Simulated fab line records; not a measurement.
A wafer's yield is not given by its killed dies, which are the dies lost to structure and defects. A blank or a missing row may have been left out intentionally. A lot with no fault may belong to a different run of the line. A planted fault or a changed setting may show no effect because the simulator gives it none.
The tool behind it: which one? || flow berkeley-cmos170 || 6 lots, 18 wafers sampled, at 2 steps of a route of 331

WHAT EACH GAUGE READ, for each wafer
UCB170_SILICIDE_RS_MEAS_02: measurement is done with a four-point probe.
{"lot": "L302", "measured": "day 8 06:28", "on": "film-metro-04", "SILICIDE_TI_RS (ohm/sq)": "25.8 26.1 26.5"}
{"lot": "L301", "measured": "day 8 07:14", "on": "film-metro-03", "SILICIDE_TI_RS (ohm/sq)": "25.8 26.0 25.9"}
{"lot": "L304", "measured": "day 8 20:48", "on": "film-metro-04", "SILICIDE_TI_RS (ohm/sq)": "26.2 27.0 26.5"}
{"lot": "L309", "measured": "day 9 23:31", "on": "film-metro-03", "SILICIDE_TI_RS (ohm/sq)": "34.1 34.8 34.1"}
{"lot": "L318", "measured": "day 12 03:19", "on": "film-metro-04", "SILICIDE_TI_RS (ohm/sq)": "26.4 26.1 26.1"}
{"lot": "L322", "measured": "day 13 05:52", "on": "film-metro-02", "SILICIDE_TI_RS (ohm/sq)": "26.4 26.4 26.1"}

WHICH TOOL RAN EACH LOT (tool, then ch and the chambers of the sampled wafers, then the start)
{"lot": "L302", "UCB170_SILICIDE_SPUTTER_01": "pvd-sputter-02, day 8 06:26"}
{"lot": "L301", "UCB170_SILICIDE_SPUTTER_01": "pvd-sputter-03, day 8 07:09"}
{"lot": "L304", "UCB170_SILICIDE_SPUTTER_01": "pvd-sputter-02, day 8 20:45"}
{"lot": "L309", "UCB170_SILICIDE_SPUTTER_01": "pvd-sputter-02, day 9 23:28"}
{"lot": "L318", "UCB170_SILICIDE_SPUTTER_01": "pvd-sputter-01, day 12 03:17"}
{"lot": "L322", "UCB170_SILICIDE_SPUTTER_01": "pvd-sputter-01, day 13 05:47"}
- UCB170_SILICIDE_SPUTTER_01: material Ti, target thk 30 nm, time 25 s.

THE ANSWER, worked out from the rows above alone
Rule: usual is defined by the lots themselves. The widest of any qualifying gaps counts: lots, ordered by their means at a reading, are off when they make up no more than a third of the lots, leave a main group of 4 or more, and stand apart from it by 3 or more times the standard deviation of that group's means. Not used: any main group whose means are identical at the precision the tables above print for the reading. A lot without any number at a reading at which 4 lots or more have one is off too. Where the step has rows for the other lots, those lots are counted as sound.
Off: L309, at UCB170_SILICIDE_RS_MEAS_02 (SILICIDE_TI_RS). The main group: mean 26.2 ohm/sq, standard deviation 0.22.
A tool fits if, at a process step before that reading, it ran every lot that is off, and no sound lot after the first of them. The gauges at UCB170_SILICIDE_RS_MEAS_02 are tried like those tools. Undecided on this evidence; 2 tools fit (pvd-sputter-02 at UCB170_SILICIDE_SPUTTER_01, film-metro-03 at UCB170_SILICIDE_RS_MEAS_02).

WHAT THE SIMULATOR HAD INSERTED
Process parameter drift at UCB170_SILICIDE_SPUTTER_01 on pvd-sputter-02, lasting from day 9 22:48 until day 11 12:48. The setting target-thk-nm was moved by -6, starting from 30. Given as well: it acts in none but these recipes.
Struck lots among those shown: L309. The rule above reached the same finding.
